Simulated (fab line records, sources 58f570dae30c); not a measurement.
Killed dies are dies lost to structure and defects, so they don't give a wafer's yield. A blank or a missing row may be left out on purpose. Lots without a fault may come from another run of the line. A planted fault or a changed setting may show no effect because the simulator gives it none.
Which tool did it? | flow berkeley_cmos170 | 14 lots, 42 wafers sampled, at 6 steps of a route of 331

WHAT THE GAUGES READ, wafer by wafer
UCB170_NLDD_TW_MEAS_11. Usual: NLDD_TW 2206, standard deviation 19.
lot  | measured     | on            | NLDD_TW        | flag
L652 | day 6 17:07  | film_metro-04 | 2232 2233 2238 |
L649 | day 6 17:22  | film_metro-02 | 2197 2193 2193 |
L651 | day 6 17:40  | film_metro-03 | 2178 2179 2183 |
L650 | day 6 18:01  | film_metro-02 | 2188 2179 2199 |
L654 | day 7 14:50  | film_metro-02 | 2199 2198 2201 |
L653 | day 7 15:26  | film_metro-02 | 2207 2201 2203 |
L655 | day 7 21:13  | film_metro-02 | 2197 2194 2201 |
L658 | day 8 08:03  | film_metro-04 | 2246 2243 2243 |
L657 | day 8 08:35  | film_metro-02 | 2196 2210 2200 |
L663 | day 9 07:11  | film_metro-04 | 2219 2216 2243 |
L662 | day 9 07:50  | film_metro-03 | 2174 2195 2187 |
L665 | day 9 09:47  | film_metro-02 | 2199 2215 2198 |
L668 | day 9 19:10  | film_metro-02 | 2213 2197 2199 |
L670 | day 11 00:10 | film_metro-02 | 2214 2218 2206 |

UCB170_SILICIDE_RS_MEAS_02: measures by four-point-probe. Usual: SILICIDE_TI_RS 26.14 ohm/sq, standard deviation 0.28.
lot  | measured     | on            | SILICIDE_TI_RS (ohm/sq) | flag
L652 | day 7 03:30  | film_metro-01 | 26.40 25.94 26.26       |
L649 | day 7 03:55  | film_metro-01 | 26.59 26.54 26.50       |
L651 | day 7 04:01  | film_metro-02 | 26.29 26.23 26.12       |
L650 | day 7 04:10  | film_metro-03 | 26.70 26.11 26.50       |
L654 | day 8 06:15  | film_metro-02 | 25.76 25.99 26.02       |
L653 | day 8 05:56  | film_metro-01 | 26.10 26.07 26.42       |
L655 | day 8 06:15  | film_metro-03 | 25.61 25.62 25.16       |
L658 | day 8 18:20  | film_metro-03 | 26.03 25.86 25.52       |
L657 | day 8 18:31  | film_metro-01 | 26.09 26.24 25.87       |
L663 | day 9 20:22  | film_metro-01 | 21.13 21.20 21.13       | OFF
L662 | day 9 20:21  | film_metro-03 | 26.02 26.19 26.67       |
L665 | day 9 21:11  | film_metro-02 | 21.22 21.36 21.41       | OFF
L668 | day 10 08:55 | film_metro-02 | 26.44 25.70 26.27       |
L670 | day 11 11:17 | film_metro-01 | 26.25 26.04 26.03       |

UCB170_SILICIDE_THK_MEAS_03: measures by xrf. Usual: SILICIDE_TI_THK 30.5 nm, standard deviation 0.41.
lot  | measured     | on            | SILICIDE_TI_THK (nm) | flag
L652 | day 7 03:37  | film_metro-01 | 30.0 30.4 30.2       |
L649 | day 7 04:02  | film_metro-01 | 29.7 29.7 29.9       |
L651 | day 7 04:07  | film_metro-02 | 30.0 30.0 30.2       |
L650 | day 7 04:16  | film_metro-03 | 30.2 30.7 30.4       |
L654 | day 8 06:22  | film_metro-02 | 30.7 30.5 30.4       |
L653 | day 8 06:02  | film_metro-01 | 30.4 30.4 30.0       |
L655 | day 8 06:22  | film_metro-03 | 31.5 31.3 32.0       |
L658 | day 8 18:27  | film_metro-03 | 30.9 31.1 31.5       |
L657 | day 8 18:38  | film_metro-01 | 30.5 30.1 30.7       |
L663 | day 9 20:29  | film_metro-01 | 36.3 36.3 36.4       | OFF
L662 | day 9 20:28  | film_metro-03 | 31.0 30.7 30.4       |
L665 | day 9 21:19  | film_metro-02 | 36.0 36.0 35.7       | OFF
L668 | day 10 09:02 | film_metro-02 | 30.1 30.8 30.2       |
L670 | day 11 11:23 | film_metro-01 | 30.4 30.8 30.7       |

WHICH TOOL RAN EACH LOT (tool, then ch and the chambers of the sampled wafers, then the start)
lot  | UCB170_BACKSIDE_STRIP_03             | UCB170_SDANNEAL_RTA_01           | UCB170_SILICIDE_SPUTTER_01
L652 | plasma_asher-04 ch 0,1, day 7 02:30  | rtp_anneal-02 ch 0, day 7 02:51  | pvd_sputter-01, day 7 03:27
L649 | plasma_asher-04 ch 0,1, day 7 02:57  | rtp_anneal-02 ch 0, day 7 03:17  | pvd_sputter-03, day 7 03:53
L651 | plasma_asher-03 ch 0,1, day 7 03:01  | rtp_anneal-01 ch 0, day 7 03:21  | pvd_sputter-04, day 7 03:56
L650 | plasma_asher-01 ch 0,1, day 7 03:09  | rtp_anneal-02 ch 0, day 7 03:30  | pvd_sputter-01, day 7 04:07
L654 | plasma_asher-04 ch 0,1, day 8 04:56  | rtp_anneal-02 ch 0, day 8 05:37  | pvd_sputter-01, day 8 06:13
L653 | plasma_asher-03 ch 0,1, day 8 04:48  | rtp_anneal-01 ch 0, day 8 05:17  | pvd_sputter-03, day 8 05:52
L655 | plasma_asher-03 ch 0, day 8 05:07    | rtp_anneal-01 ch 0, day 8 05:37  | pvd_sputter-04, day 8 06:13
L658 | plasma_asher-04 ch 0,1, day 8 17:20  | rtp_anneal-01 ch 0, day 8 17:41  | pvd_sputter-03, day 8 18:17
L657 | plasma_asher-03 ch 0,1, day 8 17:28  | rtp_anneal-02 ch 0, day 8 17:52  | pvd_sputter-04, day 8 18:29
L663 | plasma_asher-01 ch 0,1, day 9 19:19  | rtp_anneal-01 ch 0, day 9 19:43  | pvd_sputter-04, day 9 20:20
L662 | plasma_asher-03 ch 0,1, day 9 19:19  | rtp_anneal-02 ch 0, day 9 19:43  | pvd_sputter-01, day 9 20:19
L665 | plasma_asher-01 ch 0,1, day 9 20:05  | rtp_anneal-01 ch 0, day 9 20:26  | pvd_sputter-04, day 9 21:10
L668 | plasma_asher-01 ch 0, day 10 05:35   | rtp_anneal-02 ch 0, day 10 08:16 | pvd_sputter-01, day 10 08:52
L670 | plasma_asher-04 ch 0,1, day 11 10:14 | rtp_anneal-02 ch 0, day 11 10:35 | pvd_sputter-03, day 11 11:14
- UCB170_BACKSIDE_STRIP_03: strips in O2.
- UCB170_SDANNEAL_RTA_01: time 5 s.
- UCB170_SILICIDE_SPUTTER_01: material Ti, target thk 30 nm, time 25 s.

WHAT THE TOOLS THEMSELVES READ (means of the sampled wafers that have a number; where no wafer has one, the mark that the record gives instead)
UCB170_BACKSIDE_STRIP_03. Usual: drypump_motor_current_A 5.9 A, standard deviation 0.4; oes_product_au 0.735 a.u., standard deviation 0.0044; strip_time_to_endpoint_s 21.99 s, standard deviation 0.07.
lot  | tool            | drypump_motor_current_A (A) | oes_product_au (a.u.) | strip_time_to_endpoint_s (s) | flag
L652 | plasma_asher-04 | 5.9                         | 0.736                 | 22.07                        |
L649 | plasma_asher-04 | 5.9                         | 0.731                 | 21.97                        |
L651 | plasma_asher-03 | 6.1                         | 0.734                 | 22.07                        |
L650 | plasma_asher-01 | 5.9                         | 0.736                 | 22.03                        |
L654 | plasma_asher-04 | 5.6                         | 0.735                 | 22.02                        |
L653 | plasma_asher-03 | 6.2                         | 0.734                 | 21.93                        |
L655 | plasma_asher-03 | 6.1                         | 0.738                 | 22.11                        |
L658 | plasma_asher-04 | 5.5                         | 0.736                 | 21.99                        |
L657 | plasma_asher-03 | 6.2                         | 0.739                 | 21.94                        |
L663 | plasma_asher-01 | 5.7                         | 0.736                 | 22.05                        |
L662 | plasma_asher-03 | 6.2                         | 0.731                 | 22.02                        |
L665 | plasma_asher-01 | 5.8                         | 0.738                 | 22.07                        |
L668 | plasma_asher-01 | 6.0                         | 0.737                 | 22.08                        |
L670 | plasma_asher-04 | 5.5                         | 0.733                 | 21.83                        |

UCB170_SDANNEAL_RTA_01. Usual: lamp_power_pct 39 %, standard deviation 5.9; wafer_temp_C_max 1056.4, standard deviation 1.7.
lot  | tool          | lamp_power_pct (%) | wafer_temp_C_max | flag
L652 | rtp_anneal-02 | 45                 | 1055.4           |
L649 | rtp_anneal-02 | 45                 | 1054.6           |
L651 | rtp_anneal-01 | 33                 | 1057.7           |
L650 | rtp_anneal-02 | 45                 | 1055.8           |
L654 | rtp_anneal-02 | 45                 | 1055.6           |
L653 | rtp_anneal-01 | 33                 | 1057.9           |
L655 | rtp_anneal-01 | 33                 | 1057.4           |
L658 | rtp_anneal-01 | 33                 | 1058.3           |
L657 | rtp_anneal-02 | 45                 | 1054.6           |
L663 | rtp_anneal-01 | 33                 | 1057.8           |
L662 | rtp_anneal-02 | 45                 | 1055.6           |
L665 | rtp_anneal-01 | 33                 | 1058.7           |
L668 | rtp_anneal-02 | 45                 | 1054.3           |
L670 | rtp_anneal-02 | 45                 | 1054.4           |

UCB170_SILICIDE_SPUTTER_01. Usual: throttle_valve_pct 29.8 %, standard deviation 0.62.
lot  | tool           | throttle_valve_pct (%) | flag
L652 | pvd_sputter-01 | 30.0                   |
L649 | pvd_sputter-03 | 29.6                   |
L651 | pvd_sputter-04 | 29.6                   |
L650 | pvd_sputter-01 | 29.5                   |
L654 | pvd_sputter-01 | 30.1                   |
L653 | pvd_sputter-03 | 30.1                   |
L655 | pvd_sputter-04 | 29.7                   |
L658 | pvd_sputter-03 | 30.3                   |
L657 | pvd_sputter-04 | 29.8                   |
L663 | pvd_sputter-04 | 29.6                   |
L662 | pvd_sputter-01 | 30.0                   |
L665 | pvd_sputter-04 | 29.7                   |
L668 | pvd_sputter-01 | 29.5                   |
L670 | pvd_sputter-03 | 29.7                   |

THE ANSWER, worked out from the rows above alone
Rule: a lot is off if the mean of its wafers that have a number lies more than 3 standard deviations from the usual mean. A lot without any number at a reading at which 4 lots or more have one is off too. The other lots that the step has rows for count as sound. The gauges are gone through in route order, then the tools' own readings, and for those a lot's mean is taken as printed above. The first step at which some lot is off is used, and at that step the reading that is off furthest; a lot without a number counts as furthest.
Off: L663, L665, at UCB170_SILICIDE_RS_MEAS_02 (SILICIDE_TI_RS).
A tool fits if, at a process step before that reading, it ran every lot that is off, and no sound lot after the first of them. The gauges at UCB170_SILICIDE_RS_MEAS_02 are tried like those tools. Can't be told from this: 2 tools fit, rtp_anneal-01 at UCB170_SDANNEAL_RTA_01, pvd_sputter-04 at UCB170_SILICIDE_SPUTTER_01.

WHAT THE SIMULATOR HAD PUT IN
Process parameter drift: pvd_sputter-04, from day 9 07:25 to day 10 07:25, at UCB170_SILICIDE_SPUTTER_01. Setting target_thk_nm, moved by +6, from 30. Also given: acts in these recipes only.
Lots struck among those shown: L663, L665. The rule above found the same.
